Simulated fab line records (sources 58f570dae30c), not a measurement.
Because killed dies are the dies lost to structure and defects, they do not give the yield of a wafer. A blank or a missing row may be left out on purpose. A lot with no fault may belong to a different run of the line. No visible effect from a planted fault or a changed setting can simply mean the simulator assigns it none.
What tool caused it? -- flow berkeley_cmos170 -- route of 331 steps, sampled at 1 step: 15 lots, 45 wafers

## WHAT THE GAUGES SHOWED, per wafer
UCB170_PWELL_TW_MEAS_17. Usual: PWELL_TW gives 377 (standard deviation 3).
lot,measured,on,PWELL_TW,flag
L655,day 2 21:04,film_metro-01,379 379 378,
L656,day 3 04:22,film_metro-01,379 381 378,
L658,day 3 15:44,film_metro-04,379 380 382,
L659,day 3 20:17,film_metro-04,379 378 380,
L660,day 4 02:50,film_metro-04,380 379 380,
L662,day 4 18:52,film_metro-03,376 372 373,
L664,day 4 19:16,film_metro-03,373 374 372,
L669,day 6 00:38,film_metro-01,378 379 378,
L670,day 6 09:31,film_metro-01,376 378 379,
L671,day 6 09:47,film_metro-04,375 375 376,
L673,day 6 23:58,film_metro-01,378 378 380,
L675,day 7 07:40,film_metro-04,377 378 377,
L676,day 7 11:38,film_metro-01,379 380 380,
L678,day 7 19:03,film_metro-03,373 372 372,
L677,day 7 19:20,film_metro-03,373 373 373,

## WHICH TOOL RAN EACH LOT (tool, then ch and the chambers of the sampled wafers, then the start)
The record holds no process step before these readings.

## AS READ BY THE TOOLS THEMSELVES (means over the sampled wafers that have a number; for cases with no such wafer, the mark the record gives instead)
The record holds no such reading with a usual standard deviation.

## THE ANSWER, worked out from the rows above alone
Rule: a lot is off if the mean of its wafers that have a number lies more than 3 standard deviations from the usual mean. A lot without any number at a reading at which 4 lots or more have one is off too. The other lots that the step has rows for count as sound. The gauges are gone through in route order, then the tools' own readings, and for those a lot's mean is taken as printed above. The first step at which some lot is off is used, and at that step the reading that is off furthest; a lot without a number counts as furthest.
Nothing can be told from this: no lot is off at any reading shown.

## WHAT WAS PUT IN BY THE SIMULATOR
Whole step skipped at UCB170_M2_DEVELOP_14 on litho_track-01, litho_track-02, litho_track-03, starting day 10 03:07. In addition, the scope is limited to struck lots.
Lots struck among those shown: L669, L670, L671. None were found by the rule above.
